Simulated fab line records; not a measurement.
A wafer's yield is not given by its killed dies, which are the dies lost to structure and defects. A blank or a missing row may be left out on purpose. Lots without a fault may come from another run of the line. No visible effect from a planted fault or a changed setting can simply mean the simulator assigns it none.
One fault seen from 2 desks / flow ritCmos / numbers are kept per desk, each desk with only its own; the story behind them comes last

## AT THE METROLOGY DESK
Means of the sampled wafers that have a number, per lot and without regard to the tool the lot ran on: this is what the gauges read. A lot is out of limits, marked OUT, if its mean lies more than 4 standard deviations from the usual mean; the brackets give that distance.
Columns: A = PSD_RS at RIT_SDANNEAL_RS_MEAS_04, usual 114.9 ohm/sq; B = NSD_RS at RIT_SDANNEAL_RS_MEAS_05, usual 84.52 ohm/sq; C = PLDD_RS at RIT_SDANNEAL_RS_MEAS_06, usual 179.2 ohm/sq
lot=L525; first seen here=day 3 08:52; A=115.0; B=84.51; C=180.0
lot=L526; first seen here=day 3 13:44; A=114.8; B=84.91; C=179.2
lot=L527; first seen here=day 3 18:32; A=114.2; B=84.78; C=179.0
lot=L529; first seen here=day 4 03:43; A=115.1; B=84.56; C=179.7
lot=L531; first seen here=day 4 12:19; A=114.8; B=84.64; C=179.1
lot=L532; first seen here=day 4 18:50; A=114.8; B=84.57; C=179.7
lot=L533; first seen here=day 4 23:03; A=114.6; B=84.08; C=178.9
lot=L535; first seen here=day 5 08:34; A=95.8 (-62) OUT; B=83.49; C=162.4 (-34) OUT
lot=L536; first seen here=day 5 13:59; A=114.9; B=84.74; C=179.5
lot=L537; first seen here=day 5 19:20; A=95.4 (-63) OUT; B=83.41 (-4.1) OUT; C=162.1 (-34) OUT
lot=L538; first seen here=day 6 02:13; A=114.2; B=84.57; C=178.4
lot=L542; first seen here=day 7 01:41; A=115.0; B=84.71; C=179.1
lot=L544; first seen here=day 7 09:47; A=115.3; B=84.68; C=178.5
lot=L546; first seen here=day 7 15:17; A=114.4; B=84.89; C=178.7
This desk's finding: out of limits on L535, L537; first on L535, day 5 08:34 (PSD_RS at RIT_SDANNEAL_RS_MEAS_04). In limits: L525, L526, L527, L529, L531, L532, L533, L536, L538, L542, L544, L546.

## THE TOOL OWNER'S DESK: rtpAnneal-01
At RIT_SDANNEAL_RTA_03 (time 5 s), the tool's own readings, given per lot that ran on this tool as the mean of the sampled wafers with a number. A lot is out of limits, marked OUT, if its mean lies more than 4 standard deviations from the usual mean; the brackets give that distance.
Columns: A = annealTempCMax at RIT_SDANNEAL_RTA_03, usual 1054.1; B = wafer_temp_C_max at RIT_SDANNEAL_RTA_03, usual 1053.3
lot=L525; first seen here=day 3 08:47; A=1054.7; B=1052.9
lot=L527; first seen here=day 3 18:28; A=1054.7; B=1053.8
lot=L529; first seen here=day 4 03:38; A=1054.4; B=1053.7
lot=L531; first seen here=day 4 12:15; A=1054.8; B=1053.7
lot=L533; first seen here=day 4 22:59; A=1054.9; B=1052.2
lot=L535; first seen here=day 5 08:31; A=1054.8; B=1054.0
lot=L537; first seen here=day 5 19:16; A=1054.2; B=1053.0
This desk found nothing out of limits on any of the 7 lots.

## PUT TOGETHER
Metrology desk: alarm possible at day 5 08:34 on L535, L537.
Nothing out of limits was seen by the tool owner's desk.
On record at the tool owner's desk: L535, L537, within its limits.
RIT_SDANNEAL_RTA_03 was run on rtpAnneal-01 by each of the lots named.

## WHAT HAD BEEN PUT IN BY THE SIMULATOR
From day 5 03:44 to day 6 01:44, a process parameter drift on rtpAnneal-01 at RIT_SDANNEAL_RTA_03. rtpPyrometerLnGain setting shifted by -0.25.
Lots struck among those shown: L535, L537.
Per desk, hours elapsed from the start of the fault to the first reading out of limits: for the metrology desk, 5.
